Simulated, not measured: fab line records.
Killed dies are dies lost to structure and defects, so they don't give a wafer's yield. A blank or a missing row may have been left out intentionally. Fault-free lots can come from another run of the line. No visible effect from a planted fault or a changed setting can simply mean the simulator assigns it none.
Split-lot experiment | flow berkeley cmos170 | route with 331 steps; 5 lots, 23 wafers read

THE SPLIT ITSELF
At UCB170_ZERO_COAT_01 (resist thk 900 nm), the setting spin rpm was moved away from the recipe's 1500 rpm on 8 of the 23 wafers read, by -7.1% to +5.4%. For the rest of the wafers, this setting stayed at what the recipe calls for.

The reading comes from the split's own step.

THE READING
KrF_of_ZERO_COAT_01.thk nm (the simulator's own value, which no gauge read), in nm, at UCB170_ZERO_COAT_01 (resist thk 900 nm). No usual value for it is given in the file. Across the 15 wafers here that went through the recipe, the average is 901.2 nm and the standard deviation 2.1 nm.

wafer  | tool, chamber at the split | spin rpm as run, rpm | against the recipe | KrF_of_ZERO_COAT_01.thk nm, nm | against lot-mates on the recipe
L074.1 | litho track-01, 0          | 1542                 | +2.8%              | 888.9                          | -12.4
L074.2 | litho track-01, 0          | 1500                 | recipe             | 902.4                          | -
L074.4 | litho track-01, 0          | 1500                 | recipe             | 900                            | -
L074.5 | litho track-01, 0          | 1542                 | +2.8%              | 893.1                          | -8.2
L074.6 | litho track-01, 0          | 1500                 | recipe             | 901.5                          | -
L076.1 | litho track-04, 0          | 1394                 | -7.1%              | 932.6                          | +35.4
L076.3 | litho track-04, 0          | 1500                 | recipe             | 897.3                          | -
L076.4 | litho track-04, 0          | 1394                 | -7.1%              | 930.5                          | +33.2
L076.5 | litho track-04, 0          | 1394                 | -7.1%              | 932.7                          | +35.5
L076.6 | litho track-04, 0          | 1500                 | recipe             | 897.2                          | -
L080.1 | litho track-01, 0          | 1500                 | recipe             | 905.1                          | -
L080.2 | litho track-01, 0          | 1500                 | recipe             | 902.7                          | -
L080.3 | litho track-01, 0          | 1500                 | recipe             | 900.9                          | -
L080.5 | litho track-01, 0          | 1500                 | recipe             | 904.6                          | -
L080.6 | litho track-01, 0          | 1500                 | recipe             | 902.2                          | -
L081.1 | litho track-01, 0          | 1581                 | +5.4%              | 880.3                          | -20.9
L081.2 | litho track-01, 0          | 1500                 | recipe             | 900.9                          | -
L081.3 | litho track-01, 0          | 1500                 | recipe             | 901.5                          | -
L081.4 | litho track-01, 0          | 1581                 | +5.4%              | 879.8                          | -21.4
L081.5 | litho track-01, 0          | 1581                 | +5.4%              | 878.7                          | -22.5
L084.3 | litho track-04, 0          | 1500                 | recipe             | 901.5                          | -
L084.5 | litho track-04, 0          | 1500                 | recipe             | 899.8                          | -
L084.6 | litho track-04, 0          | 1500                 | recipe             | 899.7                          | -

FIT RESULTS
A straight line over all 23 wafers: KrF_of_ZERO_COAT_01.thk nm changes by -4.19 nm for each +1% of spin rpm; r = -0.99; the points scatter about the line by 2.1 nm.
The same after taking each lot's own level away (the mean of its wafers on the recipe; 23 wafers): -4.52 nm for each +1%; r = -0.99; scatter 1.8 nm.
The reading moves by 32 nm for the largest change in spin rpm, on that fit.
The span of the lots' own levels, 897.25 to 903.10 nm, comes to 2.7 times the standard deviation stated above.
The two slopes are in agreement: the lot-to-lot level therefore moves the slope only a little.
Check: +32.1 nm against its lot-mates is what the line predicts for one of the wafers moved furthest among these (-7.1%) when that wafer is left out of the fit. Against them it came out at +35.4 nm.

THE WHOLE CHAIN: every reading that the file lists as answering this split, in the file's order
step                 | what it does      | reading                                                                     | change (the file's fit)              | r (the file's)
UCB170_ZERO_COAT_01  | resist thk 900 nm | KrF_of_ZERO_COAT_01.thk nm (the simulator's own value, which no gauge read) | -4.49 nm for each +1% of the setting | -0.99
UCB170_ZERO_STRIP_07 | strips in O2      | strip time to endpoint s                                                    | withheld for each +1% of the setting | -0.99

THE FILE'S OWN FIT
KrF_of_ZERO_COAT_01.thk nm changes by -4.49 nm for each +1% of spin rpm, r = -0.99.
